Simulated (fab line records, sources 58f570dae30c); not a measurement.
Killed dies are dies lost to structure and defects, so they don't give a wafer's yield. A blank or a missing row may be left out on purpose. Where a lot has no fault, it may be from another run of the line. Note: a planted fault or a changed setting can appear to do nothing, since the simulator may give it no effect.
Split-lot experiment | flow berkeleyCmos170 | route with 331 steps; 5 lots, 23 wafers read

== THE SPLIT ==
At UCB170_M2_SPUTTER_01 (material Al, target thk 900 nm, time 120 s), the setting powerW was moved away from the recipe's 6000 W on 9 of the 23 wafers read, by -7.8% to +11.1%. For the rest of the wafers, this setting stayed at what the recipe calls for.

== FROM THE SPLIT TO THE READING: what the file shows between them, 4 steps ==
- UCB170_M2_RS_MEAS_02: measures by four-point-probe
- UCB170_M2_THK_MEAS_03: measures by xrf
- UCB170_M2_DEVELOP_14: develop time 45 s (also split here: developTimeS)
- UCB170_M2_ETCH_17: etches BARC in N2/H2

== THE READING ==
oesProductAu, in a.u., at UCB170_M2_METAL_ETCH_18 (etches Al in Cl2/BCl3, stops on SiO2, target depth 1170 nm, time 195 s). On this fab line, fault-free wafers typically give 0.853 a.u. with a standard deviation of 0.013 a.u.

wafer  | tool, chamber at the split | powerW as run, W | against the recipe | oesProductAu, a.u. | against lot-mates on the recipe
L074.1 | pvdSputter-02, -           | 6667             | +11.1%             | 0.915              | +0.078
L074.2 | pvdSputter-02, -           | 6667             | +11.1%             | 0.885              | +0.048
L074.4 | pvdSputter-02, -           | 6000             | recipe             | 0.840              | -
L074.5 | pvdSputter-02, -           | 6000             | recipe             | 0.835              | -
L074.6 | pvdSputter-02, -           | 6667             | +11.1%             | 0.915              | +0.078
L075.1 | pvdSputter-02, -           | 6000             | recipe             | 0.852              | -
L075.2 | pvdSputter-02, -           | 6000             | recipe             | 0.849              | -
L075.4 | pvdSputter-02, -           | 5561             | -7.3%              | 0.820              | -0.031
L075.5 | pvdSputter-02, -           | 5561             | -7.3%              | 0.803              | -0.047
L075.6 | pvdSputter-02, -           | 5561             | -7.3%              | 0.816              | -0.035
L076.1 | pvdSputter-02, -           | 5530             | -7.8%              | 0.814              | -0.027
L076.2 | pvdSputter-02, -           | 6000             | recipe             | 0.827              | -
L076.3 | pvdSputter-02, -           | 5530             | -7.8%              | 0.794              | -0.047
L076.4 | pvdSputter-02, -           | 6000             | recipe             | 0.856              | -
L076.6 | pvdSputter-02, -           | 5530             | -7.8%              | 0.814              | -0.027
L077.2 | pvdSputter-03, -           | 6000             | recipe             | 0.867              | -
L077.4 | pvdSputter-03, -           | 6000             | recipe             | 0.866              | -
L077.6 | pvdSputter-03, -           | 6000             | recipe             | 0.861              | -
L078.2 | pvdSputter-03, -           | 6000             | recipe             | 0.864              | -
L078.3 | pvdSputter-03, -           | 6000             | recipe             | 0.871              | -
L078.4 | pvdSputter-03, -           | 6000             | recipe             | 0.864              | -
L078.5 | pvdSputter-03, -           | 6000             | recipe             | 0.871              | -
L078.6 | pvdSputter-03, -           | 6000             | recipe             | 0.857              | -

THE FIT
A straight line over all 23 wafers: oesProductAu changes by +0.00515 a.u. for each +1% of powerW; r = +0.91; the points scatter about the line by 0.013 a.u.
The same after taking each lot's own level away (the mean of its wafers on the recipe; 23 wafers): +0.00546 a.u. for each +1%; r = +0.96; scatter 0.0094 a.u.
On that fit, the largest move of powerW shifts the reading by 0.061 a.u.
Measured against the standard deviation above, the lots' own levels, which go from 0.8375 to 0.8654 a.u., span 2.1 times it.
The two slopes agree, so the slope changes little with the lot-to-lot level.
Check: for one of the wafers moved furthest among these (+11.1%), held out of the fit, the line's prediction against its lot-mates is +0.0586 a.u. Against them it came out at +0.0775 a.u.

== OTHER SPLITS ON THESE WAFERS ==
Before the reading, these wafers also passed through other splits. Each is held against what the fit with the lots' levels taken away leaves over:
other split on the same wafers    | wafers away from the commonest value | r with oesProductAu (lot level and that fit taken away)
UCB170_M2_DEVELOP_14 developTimeS | 7                                    | +0.02

== THE WHOLE CHAIN: every reading that the file lists as answering this split, in the file's order ==
step                    | what it does                                                           | reading                                                                    | change (the file's fit)                   | r (the file's)
UCB170_M2_SPUTTER_01    | material Al, target thk 900 nm, time 120 s                             | Al_of_M2_SPUTTER_01.thkNm (the simulator's own value, which no gauge read) | +9.49 nm for each +1% of the setting      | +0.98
UCB170_M2_RS_MEAS_02    | measures by four-point-probe                                           | M2_AL_RS                                                                   | -0.000347 for each +1% of the setting     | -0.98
UCB170_M2_THK_MEAS_03   | measures by xrf                                                        | M2_AL_THK                                                                  | +9.42 for each +1% of the setting         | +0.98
UCB170_M2_METAL_ETCH_18 | etches Al in Cl2/BCl3, stops on SiO2, target depth 1170 nm, time 195 s | oesProductAu                                                               | +0.00541 a.u. for each +1% of the setting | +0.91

== FILE'S OWN FIT ==
oesProductAu changes by +0.00541 a.u. for each +1% of powerW, r = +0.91.
